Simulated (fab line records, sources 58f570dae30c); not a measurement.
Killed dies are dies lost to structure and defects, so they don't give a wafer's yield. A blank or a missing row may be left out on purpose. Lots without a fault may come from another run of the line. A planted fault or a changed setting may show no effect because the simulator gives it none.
Which tool did it? | flow berkeley_cmos170 | 14 lots, 42 wafers sampled, at 5 steps of a route of 331

WHAT THE GAUGES READ, wafer by wafer
UCB170_PWELL_THK_MEAS_03.
lot  | measured    | on            | PWELL_OXIDE_THK (nm)
L280 | day 2 17:56 | film_metro-03 | 25.9 25.3 25.3
L281 | day 3 04:34 | film_metro-01 | 25.7 26.0 25.6
L282 | day 3 04:37 | film_metro-03 | 27.0 26.4 26.4
L284 | day 3 17:36 | film_metro-02 | 26.5 26.4 26.8
L285 | day 3 22:21 | film_metro-02 | 27.2 26.9 26.7
L286 | day 4 03:20 | film_metro-03 | 26.8 26.2 26.8
L287 | day 4 14:07 | film_metro-02 | 26.4 26.1 26.2
L291 | day 5 07:22 | film_metro-01 | 26.3 26.2 26.6
L293 | day 5 13:43 | film_metro-02 | 26.9 26.8 26.6
L297 | day 6 07:00 | film_metro-03 | 26.3 25.8 26.6
L299 | day 6 10:18 | film_metro-03 | 27.6 27.4 27.5
L300 | day 6 19:32 | film_metro-03 | 26.2 26.2 26.2
L301 | day 7 03:40 | film_metro-01 | 26.8 27.1 27.2
L303 | day 7 17:41 | film_metro-01 | 25.9 25.5 25.9

UCB170_PWELL_TW_MEAS_17.
lot  | measured    | on            | PWELL_TW
L280 | day 3 03:32 | film_metro-02 | 377 378 376
L281 | day 3 14:18 | film_metro-02 | 378 377 378
L282 | day 3 14:02 | film_metro-03 | 375 377 375
L284 | day 4 04:00 | film_metro-02 | 376 375 378
L285 | day 4 08:33 | film_metro-02 | 375 376 375
L286 | day 4 12:44 | film_metro-03 | 376 376 375
L287 | day 5 00:31 | film_metro-02 | 375 376 374
L291 | day 5 16:02 | film_metro-02 | 456 454 457
L293 | day 5 20:03 | film_metro-02 | 455 457 455
L297 | day 6 15:14 | film_metro-01 | 380 382 380
L299 | day 6 15:31 | film_metro-01 | 382 382 384
L300 | day 7 02:58 | film_metro-01 | 385 384 386
L301 | day 7 14:52 | film_metro-03 | 373 373 374
L303 | day 8 03:21 | film_metro-01 | 385 384 386

UCB170_NSD_CD_MEAS_06: target cd 1200 nm.
lot  | measured     | on        | cd_nm (nm)
L280 | day 7 01:43  | cd_sem-01 | 1198.0 1197.8 1198.9
L281 | day 7 02:04  | cd_sem-01 | 1201.3 1201.2 1201.7
L282 | day 7 01:49  | cd_sem-02 | 1199.8 1199.9 1199.4
L284 | day 8 03:43  | cd_sem-01 | 1201.6 1200.4 1199.5
L285 | day 8 03:45  | cd_sem-02 | 1198.8 1199.8 1199.4
L286 | day 8 03:57  | cd_sem-01 | 1202.3 1202.0 1201.9
L287 | day 8 15:42  | cd_sem-01 | 1199.2 1198.5 1200.3
L291 | day 9 18:19  | cd_sem-01 | 1201.3 1199.3 1199.4
L293 | day 9 17:47  | cd_sem-01 | 1201.3 1199.5 1198.8
L297 | day 10 04:44 | cd_sem-01 | 1198.6 1197.8 1198.6
L299 | day 10 04:26 | cd_sem-01 | 1198.3 1200.3 1198.8
L300 | day 10 23:14 | cd_sem-02 | 1200.6 1200.4 1199.4
L301 | day 11 09:08 | cd_sem-01 | 1198.2 1197.7 1199.3
L303 | day 11 20:02 | cd_sem-02 | 1201.3 1199.1 1201.6

UCB170_M2_CD_MEAS_90: target cd 700 nm.
lot  | measured     | on        | cd_nm (nm)
L280 | day 7 19:25  | cd_sem-01 | 702 700 696
L281 | day 7 22:59  | cd_sem-01 | 699 702 703
L282 | day 7 23:14  | cd_sem-02 | 700 697 701
L284 | day 9 00:35  | cd_sem-02 | 701 700 702
L285 | day 9 05:58  | cd_sem-01 | 700 701 698
L286 | day 9 05:47  | cd_sem-02 | 699 697 697
L287 | day 9 09:48  | cd_sem-02 | 696 701 699
L291 | day 10 15:15 | cd_sem-01 | 699 700 700
L293 | day 10 13:41 | cd_sem-01 | 695 693 694
L297 | day 11 05:32 | cd_sem-01 | 696 698 694
L299 | day 11 03:58 | cd_sem-01 | 703 697 703
L300 | day 11 20:47 | cd_sem-02 | 698 695 697
L301 | day 12 05:44 | cd_sem-01 | 701 705 694
L303 | day 12 21:40 | cd_sem-02 | 698 696 699

WHICH TOOL RAN EACH LOT (tool, then ch and the chambers of the sampled wafers, then the start)
lot  | UCB170_PWELL_IMPLANT_15
L280 | implanter-04 ch 0, day 3 03:17
L281 | implanter-04 ch 0, day 3 14:04
L282 | implanter-03 ch 0, day 3 13:49
L284 | implanter-01 ch 0, day 4 03:47
L285 | implanter-04 ch 0, day 4 08:18
L286 | implanter-01 ch 0, day 4 12:29
L287 | implanter-03 ch 0, day 5 00:14
L291 | implanter-04 ch 0, day 5 15:49
L293 | implanter-04 ch 0, day 5 19:48
L297 | implanter-03 ch 0, day 6 15:01
L299 | implanter-03 ch 0, day 6 15:16
L300 | implanter-01 ch 0, day 7 02:43
L301 | implanter-03 ch 0, day 7 14:38
L303 | implanter-03 ch 0, day 8 03:07
- UCB170_PWELL_IMPLANT_15

WHAT THE TOOLS THEMSELVES READ (means of the sampled wafers that have a number; where no wafer has one, the mark that the record gives instead)
UCB170_PWELL_IMPLANT_15.
lot  | tool         | beam_on_s (s) | dose_ions_cm2 | faraday_current_uA | tilt_deg (degrees)
L280 | implanter-04 | 9.86          | 5e+12         | 16.1               | 7.001
L281 | implanter-04 | 10.04         | 5e+12         | 15.8               | 6.989
L282 | implanter-03 | 10.22         | 5e+12         | 15.5               | 6.990
L284 | implanter-01 | 10.22         | 5e+12         | 15.5               | 7.007
L285 | implanter-04 | 10.02         | 5e+12         | 15.9               | 6.998
L286 | implanter-01 | 9.86          | 5e+12         | 16.0               | 6.989
L287 | implanter-03 | 9.92          | 5e+12         | 16.0               | 6.968
L291 | implanter-04 | 10.14         | 9e+12         | 29.5               | 6.992
L293 | implanter-04 | 9.98          | 9e+12         | 29.9               | 7.007
L297 | implanter-03 | 10.12         | 5e+12         | 15.7               | 7.005
L299 | implanter-03 | 10.03         | 5e+12         | 15.9               | 6.979
L300 | implanter-01 | 9.97          | 5e+12         | 15.9               | 6.988
L301 | implanter-03 | 9.92          | 5e+12         | 16.0               | 7.004
L303 | implanter-03 | 10.23         | 5e+12         | 15.5               | 7.008

THE ANSWER, worked out from the rows above alone
Rule: what is usual is taken from the lots themselves. Put in order of their means at a reading, lots are off if they are a third of the lots or fewer, leave a main group of 4 or more, and stand apart from it by a gap of 3 or more times the standard deviation of the main group's means; of several such gaps the widest counts. A main group whose means are all the same, to the digits that the tables above print for the reading, isn't used. A lot without any number at a reading at which 4 lots or more have one is off too. The other lots that the step has rows for count as sound. The gauges are gone through in route order, then the tools' own readings, and for those a lot's mean is taken as printed above. The first step at which some lot is off is used, and at that step the reading that is off furthest; a lot without a number counts as furthest.
Off: L291, L293, at UCB170_PWELL_TW_MEAS_17 (PWELL_TW). The main group: mean 378, standard deviation 3.9.
A tool fits if, at a process step before that reading, it ran every lot that is off, and no sound lot after the first of them. The gauges at UCB170_PWELL_TW_MEAS_17 aren't tried: what is off there is off at UCB170_PWELL_IMPLANT_15 too, on other tools, and a gauge's error can't cause that. One fits: implanter-04 at UCB170_PWELL_IMPLANT_15. Its last sound lot is L285 (day 4 08:18), its first lot that is off L291 (day 5 15:49): a fault that began between those two fits.
The tool's own readings at UCB170_PWELL_IMPLANT_15 bear it out: on the lots that are off they differ by more than 5 times the standard deviation of the sound lots' means. dose_ions_cm2 reads 9e+12 there against 5e+12 on the sound lots; faraday_current_uA reads 29.7 there against 15.8 on the sound lots.

WHAT THE SIMULATOR HAD PUT IN
Process parameter drift: implanter-04, from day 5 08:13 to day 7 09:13, at UCB170_PWELL_IMPLANT_15. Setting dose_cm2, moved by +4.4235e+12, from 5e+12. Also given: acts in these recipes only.
Lots struck among those shown: L291, L293. The rule above found the same.
